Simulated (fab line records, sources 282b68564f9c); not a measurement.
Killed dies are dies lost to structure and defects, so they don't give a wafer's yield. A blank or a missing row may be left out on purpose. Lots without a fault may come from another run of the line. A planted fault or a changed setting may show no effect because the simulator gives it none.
Split-lot experiment | flow rit_cmos | 5 lots, 19 wafers read, on a route of 202 steps

THE SPLIT
At RIT_GATE_DEVELOP_15 (develop time 50 s), the setting develop_time_s was moved away from the recipe's 50 s on 4 of the 19 wafers read, by -13.1% to +4.5%. The other wafers ran this setting at the recipe's value.

FROM THE SPLIT TO THE READING: what the file shows between them, 3 steps
- RIT_GATE_HARDBAKE_18: time 60 s
- RIT_GATE_ETCH_19: etches poly-Si in SF6/CHF3/O2, stops on SiO2, time 165 s, target depth 312.5 nm
- RIT_NLDD_IMPLANT_08 (also split here: dose_cm2)

THE READING
etest.nmos_0p15.drive_ua_um (the simulator's own value, which no gauge read), at RIT_M1_PROBE_99. The file gives no usual value for it. The 15 wafers here that ran the recipe average 450.7, standard deviation 40.

wafer  | tool, chamber at the split | develop_time_s as run, s | against the recipe | etest.nmos_0p15.drive_ua_um | against lot-mates on the recipe
L074.1 | litho_track-03, 0          | 50                       | recipe             | 388.8                       | -
L074.2 | litho_track-03, 0          | 52.25                    | +4.5%              | 415.3                       | +40.1
L074.3 | litho_track-03, 0          | 50                       | recipe             | 377.6                       | -
L074.5 | litho_track-03, 0          | 50                       | recipe             | 359.3                       | -
L074.6 | litho_track-03, 0          | 52.25                    | +4.5%              | 416.9                       | +41.7
L080.2 | litho_track-04, 0          | 50                       | recipe             | 457.7                       | -
L080.3 | litho_track-04, 0          | 50                       | recipe             | 483                         | -
L080.4 | litho_track-04, 0          | 50                       | recipe             | 462.3                       | -
L080.5 | litho_track-04, 0          | 50                       | recipe             | 464                         | -
L080.6 | litho_track-04, 0          | 50                       | recipe             | 476.5                       | -
L083.3 | litho_track-03, 0          | 50                       | recipe             | 476.5                       | -
L083.6 | litho_track-03, 0          | 50                       | recipe             | 488.1                       | -
L084.2 | litho_track-03, 0          | 50                       | recipe             | 476.2                       | -
L084.4 | litho_track-03, 0          | 50                       | recipe             | 466.2                       | -
L084.5 | litho_track-03, 0          | 50                       | recipe             | 476.6                       | -
L085.1 | litho_track-03, 0          | 43.44                    | -13.1%             | 367.8                       | -85.9
L085.2 | litho_track-03, 0          | 43.44                    | -13.1%             | 369.1                       | -84.6
L085.4 | litho_track-03, 0          | 50                       | recipe             | 471.7                       | -
L085.5 | litho_track-03, 0          | 50                       | recipe             | 435.8                       | -

THE FIT
A straight line over all 19 wafers: etest.nmos_0p15.drive_ua_um changes by +4.43 for each +1% of develop_time_s; r = +0.44; the points scatter about the line by 42.
The same after taking each lot's own level away (the mean of its wafers on the recipe; 19 wafers): +6.84 for each +1%; r = +0.95; scatter 11.
On that fit, the largest move of develop_time_s shifts the reading by 90.
The lots' own levels span 375.23 to 482.30, that is 2.7 times the standard deviation above.
So the lot-to-lot level blurs the effect unless lot-mates are compared.
Check: with one of the wafers moved furthest among these (-13.1%) left out of the fit, the line predicts -90.2 for it against its lot-mates. It came out at -85.9 against them.

OTHER SPLITS ON THESE WAFERS
These wafers also went through other splits before the reading. Each is held against what the fit with the lots' levels taken away leaves over:
other split on the same wafers   | wafers away from the commonest value | r with etest.nmos_0p15.drive_ua_um (lot level and that fit taken away)
RIT_ACTIVE_CVD_03 temp_c         | 11                                   | -0.04
RIT_ACTIVE_ETCH_13 rf_w          | 6                                    | +0.05
RIT_NWELL_IMPLANT_08 dose_cm2    | 3                                    | -0.35
RIT_PWELL_IMPLANT_08 dose_cm2    | 8                                    | +0.26
RIT_NRETRO_COAT_01 spin_rpm      | 7                                    | +0.16
RIT_NRETRO_IMPLANT_08 energy_kev | 6                                    | +0.38
RIT_PRETRO_COAT_01 spin_rpm      | 7                                    | -0.32
RIT_GATE_OXIDATION_05 ox_time_s  | 14                                   | +0.16
RIT_GATE_COAT_11 resist_thk_nm   | 8                                    | -0.42
RIT_NLDD_IMPLANT_08 dose_cm2     | 8                                    | +0.08

THE WHOLE CHAIN: every reading that the file lists as answering this split, in the file's order
step            | what it does | reading                                                                      | change (the file's fit)           | r (the file's)
RIT_M1_PROBE_99 |              | etest.nmos_0p3.r_on_ohm_um (the simulator's own value, which no gauge read)  | -15.3 for each +1% of the setting | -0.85
RIT_M1_PROBE_99 |              | etest.nmos_0p15.r_on_ohm_um (the simulator's own value, which no gauge read) | -15.4 for each +1% of the setting | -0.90
RIT_M1_PROBE_99 |              | etest.nmos_0p15.drive_ua_um (the simulator's own value, which no gauge read) | +6.82 for each +1% of the setting | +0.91

THE FILE'S OWN FIT
etest.nmos_0p15.drive_ua_um changes by +6.82 for each +1% of develop_time_s, r = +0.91.
